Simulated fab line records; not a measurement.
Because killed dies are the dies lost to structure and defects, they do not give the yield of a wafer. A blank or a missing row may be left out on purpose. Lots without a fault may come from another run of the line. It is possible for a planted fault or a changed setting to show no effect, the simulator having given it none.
Code-filled problem report in 8D (eight disciplines) form ; flow berkeley cmos170 ; the parts of the form that need people (team, actions taken, sign-off) are left out

1. WHAT IS WRONG
Wafers free of any fault read 219.3 nm (standard deviation 1.9) for PWELL_NITRIDE_THK at UCB170_PWELL_THK_MEAS_06, against a mean of 269.4 nm on 6 wafers of 2 lots. Relative to the usual mean, that is a shift of +26 standard deviations.
The first sign was on wafer L431.1 at day 6 20:25, on film metro-01. Wafers with a number at this step in the record: 42, from 14 lots. Rule for "out", or "out of limits": more than 4 standard deviations from the usual mean. Any other wafer with a number is counted as sound.

2. WHAT IT IS AND WHAT IT IS NOT
question;is;is not
which readings at this step;PWELL_NITRIDE_THK;-
which lots;L430, L431;L413, L414, L417, L418, L419, L421, L422, L425, L428, L434, L435, L436
which wafers of those lots;all that have a number;-
read on which gauges;film metro-01, film metro-04;film metro-02
when;from day 6 20:25;"up to then (27 sound wafers); but 9 sound wafers of L434, L435, L436 came after"

3. THE SUSPECTS, EACH WITH WHAT RULES IT OUT
Counting: a tool at any process step up to the reading remains a suspect when it ran all the lots that are out and ran no sound lot after the first of those.
- ruled out: the gauge at UCB170_PWELL_THK_MEAS_06. 2 gauges (film metro-01, film metro-04) read the wafers that are out.
- lpcvd-01 at UCB170_PWELL_CVD_05 (deposits Si3N4 from SiH2Cl2/NH3, target thk 220 nm, time 3300 s): kept. It processed each lot that is out, first L430 at day 6 18:29, and no sound lot thereafter; up to then, the last sound lot it processed was L421 at day 4 15:43.
Left after counting: lpcvd-01 at UCB170_PWELL_CVD_05.

4. THE CAUSE (what the simulator had put in)
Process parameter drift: lpcvd-01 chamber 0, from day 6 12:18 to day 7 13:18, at UCB170_PWELL_CVD_05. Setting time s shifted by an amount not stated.
Counting left only this tool.

5. SEQUENCE OF EFFECTS, ordered by route
Each row: a reading where the mean over the struck wafers with a number is more than 3 standard deviations away from the usual. Readings are gone through only where the record gives a usual standard deviation; hours: the median, over the lots, of the time from a lot's start at the first step in this table giving one to that lot's start at this step; sigmas: the change measured in usual standard deviations.
hours;step;reading;usual;on struck wafers;change;sigmas
0;UCB170_PWELL_THK_MEAS_06;PWELL_NITRIDE_THK;219.3 nm;269.4;+50.1;+26
1;UCB170_PWELL_ETCH_14;oes product au;0.942 a.u.;1.000;+0.058;+4.1
Its process steps:
- UCB170_PWELL_ETCH_14: etches Si3N4 in CH3F/Ar/O2, stops on SiO2, target depth 242 nm, time 151 s.
At these later measuring or inspecting steps, every struck wafer for which the step has a row has a number for every such reading, and none has moved that far: UCB170_NVT_OVL_MEAS_06, UCB170_FIELD_THK_MEAS_91, UCB170_GATE_OVL_MEAS_13.

6. WHAT WOULD HAVE CAUGHT IT SOONER
8 hours passed between the start of the fault at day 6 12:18 and the first reading out of limits at a measuring or inspecting step in this record, taken at day 6 20:25.
An alarm limit of 4 standard deviations would not have fired on the tool readings at UCB170_PWELL_CVD_05 for which the record gives a usual standard deviation, since none of them was out on any struck wafer.
Lots out: 2; all had begun UCB170_PWELL_CVD_05 on lpcvd-01 by day 6 20:25. None of them would have been spared by holding the tool at that moment.
